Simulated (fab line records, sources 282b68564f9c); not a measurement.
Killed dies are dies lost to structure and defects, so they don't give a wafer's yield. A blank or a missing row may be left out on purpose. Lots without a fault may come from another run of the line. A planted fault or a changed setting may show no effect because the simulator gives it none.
Tool commonality check | flow rit_cmos | 14 lots, 42 wafers sampled

WHY IT WAS OPENED
At RIT_PWELL_TW_MEAS_10 the reading PWELL_TW is flagged on 2 of 14 lots. Wafers without a fault read 956, standard deviation 8.3.
Rule: a lot is flagged when every wafer of it that has a number lies more than 4 standard deviations from that mean, or none has a number. The other lots count as sound.

lot  | measured    | on            | PWELL_TW, wafer by wafer | flag
L963 | day 1 23:26 | film_metro-03 | 954 955 955              |
L964 | day 2 04:22 | film_metro-01 | 963 969 965              |
L965 | day 2 08:44 | film_metro-03 | 948 949 944              |
L966 | day 2 14:06 | film_metro-01 | 966 966 967              |
L967 | day 2 18:35 | film_metro-02 | 953 951 949              |
L970 | day 3 09:34 | film_metro-02 | 951 943 945              |
L972 | day 3 21:25 | film_metro-01 | 959 963 959              |
L973 | day 4 00:37 | film_metro-01 | 1118 1117 1122           | FLAGGED
L974 | day 4 06:51 | film_metro-01 | 1123 1120 1121           | FLAGGED
L978 | day 5 01:51 | film_metro-01 | 959 960 959              |
L982 | day 5 23:16 | film_metro-02 | 944 942 946              |
L983 | day 6 02:50 | film_metro-01 | 962 963 961              |
L984 | day 6 13:13 | film_metro-03 | 948 948 948              |
L986 | day 6 20:43 | film_metro-01 | 961 962 963              |
The numbers of the flagged lots are 1120 on average: +164 against the usual, or +20 standard deviations.

WHICH TOOL RAN EACH LOT
The record holds 1 process step before the reading, out of a route of 202 steps. In each cell: the tool, then ch and the chambers that the sampled wafers went through, then the start.
lot  | flag    | RIT_PWELL_IMPLANT_08
L963 |         | implanter-03 ch 0, day 1 23:08
L964 |         | implanter-01 ch 0, day 2 04:04
L965 |         | implanter-03 ch 0, day 2 08:26
L966 |         | implanter-01 ch 0, day 2 13:47
L967 |         | implanter-01 ch 0, day 2 18:17
L970 |         | implanter-04 ch 0, day 3 09:14
L972 |         | implanter-04 ch 0, day 3 21:07
L973 | FLAGGED | implanter-04 ch 0, day 4 00:19
L974 | FLAGGED | implanter-04 ch 0, day 4 06:32
L978 |         | implanter-03 ch 0, day 5 01:32
L982 |         | implanter-03 ch 0, day 5 22:57
L983 |         | implanter-01 ch 0, day 6 02:34
L984 |         | implanter-03 ch 0, day 6 12:53
L986 |         | implanter-01 ch 0, day 6 20:23
What these steps do:
- RIT_PWELL_IMPLANT_08
- RIT_PWELL_TW_MEAS_10

FLAGGED OVER TOTAL, TOOL BY TOOL (the gauges that took the reading come last)
step                 | tool          | lots run | flagged | share of the flagged lots | sound lots run after its first flagged lot
RIT_PWELL_IMPLANT_08 | implanter-01  | 5        | 0       | none                      | -
RIT_PWELL_IMPLANT_08 | implanter-03  | 5        | 0       | none                      | -
RIT_PWELL_IMPLANT_08 | implanter-04  | 4        | 2       | all                       | 0
RIT_PWELL_TW_MEAS_10 | film_metro-01 | 8        | 2       | all                       | 3 (L978,L983,L986)
RIT_PWELL_TW_MEAS_10 | film_metro-02 | 3        | 0       | none                      | -
RIT_PWELL_TW_MEAS_10 | film_metro-03 | 3        | 0       | none                      | -

WHAT THE TABLE ALLOWS
2 rows of the table ran every flagged lot: implanter-04 at RIT_PWELL_IMPLANT_08, film_metro-01 at RIT_PWELL_TW_MEAS_10.
- implanter-04 at RIT_PWELL_IMPLANT_08: 2 of its 4 lots flagged. Its last sound lot is L972 (day 3 21:07), its first flagged lot L973 (day 4 00:19): a fault that began between those two fits. Its own readings lie more than 4 standard deviations out on every wafer of the flagged lots: dose_ions_cm2, faraday_current_uA.
- film_metro-01 at RIT_PWELL_TW_MEAS_10: 2 of its 8 lots flagged. Sound lots ran on it after the first flagged one (L978, L983, L986), which a lasting fault on the whole tool wouldn't allow.
One tool is left: implanter-04 at RIT_PWELL_IMPLANT_08.

WHAT THE SIMULATOR HAD PUT IN
Process parameter drift: implanter-04, from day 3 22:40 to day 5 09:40, at RIT_PWELL_IMPLANT_08. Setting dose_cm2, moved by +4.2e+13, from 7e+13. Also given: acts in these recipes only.
Lots struck among those shown: L973, L974. The rule above found the same.
